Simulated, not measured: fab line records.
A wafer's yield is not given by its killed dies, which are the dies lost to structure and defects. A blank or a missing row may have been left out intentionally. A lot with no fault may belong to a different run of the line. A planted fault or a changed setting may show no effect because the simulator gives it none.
Comparing a struck lot with a sound one || flow ritCmos || 43 steps out of a route of 202
Sound: these wafers, L797.2, L797.3, L797.6. The struck wafers were L802.2, L802.3, L802.5. The cause is named last.
Per side, at each step with rows, come the tool, then ch with its chambers, and then its first start. Under that, the readings that differ: sound wafers || struck wafers || difference of the means || sigmas: that difference in standard deviations of wafers without a fault.
alike: readings whose means differ by less than 2 such deviations, and words and numbers that are the same on both sides. not compared: withheld readings, readings that some wafer has no value for, bounds like >300 that may hide the same value, and numbers for which the record gives no deviation and whose values overlap.
The two part at a step that has a row with sigmas, a row that says differs or no value, or rows on one side only. When numbers do not overlap yet have no deviation, they are printed without sigmas and do not part them. A reading that every wafer of one side lacks parts them only if that side has two wafers or more.

first, 2 steps without rows for these wafers: RIT_SDANNEAL_CLEAN_02 (cleans in SC2, time 600 s); RIT_SDANNEAL_RTA_03 (time 5 s).
RIT_SDANNEAL_RS_MEAS_04: uses a four-point probe to measure.
  sound on filmMetro-02 at day 4 01:40; struck on filmMetro-01 at day 5 08:04
  alike: PSD_RS
RIT_SDANNEAL_RS_MEAS_05: uses a four-point probe to measure.
  sound on filmMetro-02 at day 4 01:47; struck on filmMetro-01 at day 5 08:11
  alike: NSD_RS
RIT_SDANNEAL_RS_MEAS_06: uses a four-point probe to measure.
  sound on filmMetro-02 at day 4 01:55; struck on filmMetro-01 at day 5 08:18
  alike: PLDD_RS
RIT_SDANNEAL_RS_MEAS_07: uses a four-point probe to measure.
  sound on filmMetro-02 at day 4 02:02; struck on filmMetro-01 at day 5 08:25
  alike: NLDD_RS
then, 1 step without rows for these wafers: RIT_SILICIDE_WET_ETCH_00 (etches SiO2 in BOE, target depth 14 nm, time 15.5 s).
RIT_SILICIDE_SPUTTER_01: material Ti, target thk 30 nm, time 240 s.
  sound on pvdSputter-04 at day 4 02:08; struck on pvdSputter-01 at day 5 08:32
  alike: cathodeDcPowerW, throttleValvePct
RIT_SILICIDE_RS_MEAS_02: uses a four-point probe to measure.
  sound on filmMetro-04 at day 4 02:19; struck on filmMetro-02 at day 5 08:43
  alike: SILICIDE_TI_RS
RIT_SILICIDE_THK_MEAS_03: measures by xrf.
  sound on filmMetro-04 at day 4 02:25; struck on filmMetro-02 at day 5 08:49
  alike: SILICIDE_TI_THK
RIT_SILICIDE_RTA_04: time 10 s, ramp up 5 s, ramp down 5 s.
  sound on rtpAnneal-02 ch 0, day 4 02:29; struck on rtpAnneal-01 ch 0, day 5 08:53
  alike: wafer_temp_C_max
then, 1 step without rows for these wafers: RIT_SILICIDE_WET_ETCH_05 (etches Ti in SPM, time 120 s).
RIT_SILICIDE_RTA_06: time 10 s, ramp up 5 s, ramp down 10 s.
  sound on rtpAnneal-01 ch 0, day 4 02:35; struck on rtpAnneal-01 ch 0, day 5 08:59
  alike: wafer_temp_C_max
RIT_CONTACT_CVD_00: deposits SiO2 from TEOS, target thk 400 nm, time 61 s.
  sound on pecvd-03 ch 0,2, day 4 02:39; struck on pecvd-02 ch 1,2, day 5 09:02
  alike: heaterPowerW, susceptorTempC
  not compared: sinceWetCleanH
RIT_CONTACT_THK_MEAS_01:
  sound on filmMetro-02 at day 4 02:43; struck on filmMetro-03 at day 5 09:06
  alike: CONTACT_TEOS_THK
then, 6 steps without rows for these wafers: RIT_CONTACT_HMDS_02 (prime time 60 s); RIT_CONTACT_COAT_03 (resist thk 1000 nm); RIT_CONTACT_SOFTBAKE_04 (time 60 s); RIT_CONTACT_EXPOSE_05 (exposes mask M11, target cd 1000 nm); RIT_CONTACT_PEB_06; RIT_CONTACT_DEVELOP_07 (develop time 120 s).
RIT_CONTACT_CD_MEAS_08: the cd target is 1000 nm.
  sound on cdSem-01 at day 4 03:57; struck on cdSem-02 at day 5 10:16
  alike: cdNm
RIT_CONTACT_OVL_MEAS_09:
  sound on overlay-01 at day 4 04:03; struck on overlay-02 at day 5 10:22
  alike: CONTACT_OVL
then, 1 step without rows for these wafers: RIT_CONTACT_HARDBAKE_10 (time 60 s).
RIT_CONTACT_ETCH_11: etches SiO2 in CHF3/CF4/Ar, stops on TiSi2, target depth 480 nm, time 320 s.
  sound on rieDiel-01 ch 1,2,3, day 4 04:14; struck on rieDiel-04 ch 0,2, day 5 10:33
  alike: O2_flow_sccm, cf4FlowSccm, drypumpMotorCurrentA, oesProductAu, throttleValvePct
  not compared: rfHoursCounterH
then, 1 step without rows for these wafers: RIT_CONTACT_STRIP_12 (strips in O2, time 180 s).
RIT_CONTACT_CD_MEAS_90: the cd target is 1000 nm.
  sound on cdSem-02 at day 4 04:37; struck on cdSem-02 at day 5 10:56
  alike: cdNm
then, 2 steps without rows for these wafers: RIT_CONTACT_CLEAN_13 (cleans in SC1, time 600 s); RIT_CONTACT_CLEAN_14 (cleans in SC2, time 600 s).
RIT_M1_SPUTTER_00: material Al, target thk 400 nm, time 500 s.
  sound on pvdSputter-03 at day 4 05:05; struck on pvdSputter-04 at day 5 11:23
  alike: cathodeDcPowerW, throttleValvePct
RIT_M1_RS_MEAS_01: uses a four-point probe to measure.
  sound on filmMetro-01 at day 4 05:24; struck on filmMetro-04 at day 5 11:42
  alike: M1_AL_RS
RIT_M1_THK_MEAS_02: measures by xrf.
  sound on filmMetro-01 at day 4 05:31; struck on filmMetro-04 at day 5 11:49
  alike: M1_AL_THK
then, 6 steps without rows for these wafers: RIT_M1_HMDS_03 (prime time 60 s); RIT_M1_COAT_04 (resist thk 1300 nm); RIT_M1_SOFTBAKE_05 (time 60 s); RIT_M1_EXPOSE_06 (exposes mask M12, target cd 2600 nm); RIT_M1_PEB_07; RIT_M1_DEVELOP_08 (develop time 68 s).
RIT_M1_CD_MEAS_09: the cd target is 2600 nm.
  sound on cdSem-01 at day 4 06:28; struck on cdSem-02 at day 5 12:53
  alike: cdNm
RIT_M1_OVL_MEAS_10:
  sound on overlay-02 at day 4 06:34; struck on overlay-02 at day 5 12:59
  alike: M1_OVL
then, 2 steps without rows for these wafers: RIT_M1_HARDBAKE_11 (time 120 s); RIT_M1_METAL_ETCH_12 (etches Al in Cl2/BCl3, stops on SiO2, time 165 s, target depth 600 nm).
RIT_M1_PROBE_99:
  sound on prober-01 at day 4 09:17; struck on prober-02 at day 5 15:45
{"reading": "model.etest.nplusSal.rsOhmSqRimLessCentre", "sound": "0.1316 0.0824 0.1", "struck": "-1.162 -1.175 -1.195", "difference": -1.282, "sigmas": ""}
{"reading": "model.etest.nplusSal.rsOhmSqRange", "sound": "0.1679 0.1459 0.1245", "struck": "1.176 1.205 1.207", "difference": "+1.050", "sigmas": ""}
{"reading": "model.etest.npolySal.rsOhmSq", "sound": "4.327 4.377 4.289", "struck": "3.946 4.029 3.97", "difference": -0.349, "sigmas": ""}
{"reading": "model.etest.pplusSal.rsOhmSq", "sound": "4.291 4.275 4.224", "struck": "3.94 3.978 3.961", "difference": -0.30, "sigmas": ""}
{"reading": "model.etest.ppolySal.rsOhmSq", "sound": "4.283 4.309 4.229", "struck": "3.925 3.991 3.933", "difference": -0.324, "sigmas": ""}
{"reading": "model.etest.nplusSal.rsOhmSq", "sound": "4.27 4.308 4.258", "struck": "3.947 3.954 3.923", "difference": -0.337, "sigmas": ""}
{"reading": "model.etest.pplusSal.lineOhmUm", "sound": "1.244 1.226 1.23", "struck": "1.135 1.161 1.138", "difference": -0.089, "sigmas": ""}
{"reading": "model.etest.nplusSal.lineOhmUm", "sound": "1.247 1.242 1.221", "struck": "1.134 1.161 1.128", "difference": -0.096, "sigmas": ""}
  alike: killedAtContacts, killedAtFrontEnd, killedDies, killedOpen, killedShort

== WHERE THEY PART ==
Nowhere in this record.

WHY: the cause the simulator had injected
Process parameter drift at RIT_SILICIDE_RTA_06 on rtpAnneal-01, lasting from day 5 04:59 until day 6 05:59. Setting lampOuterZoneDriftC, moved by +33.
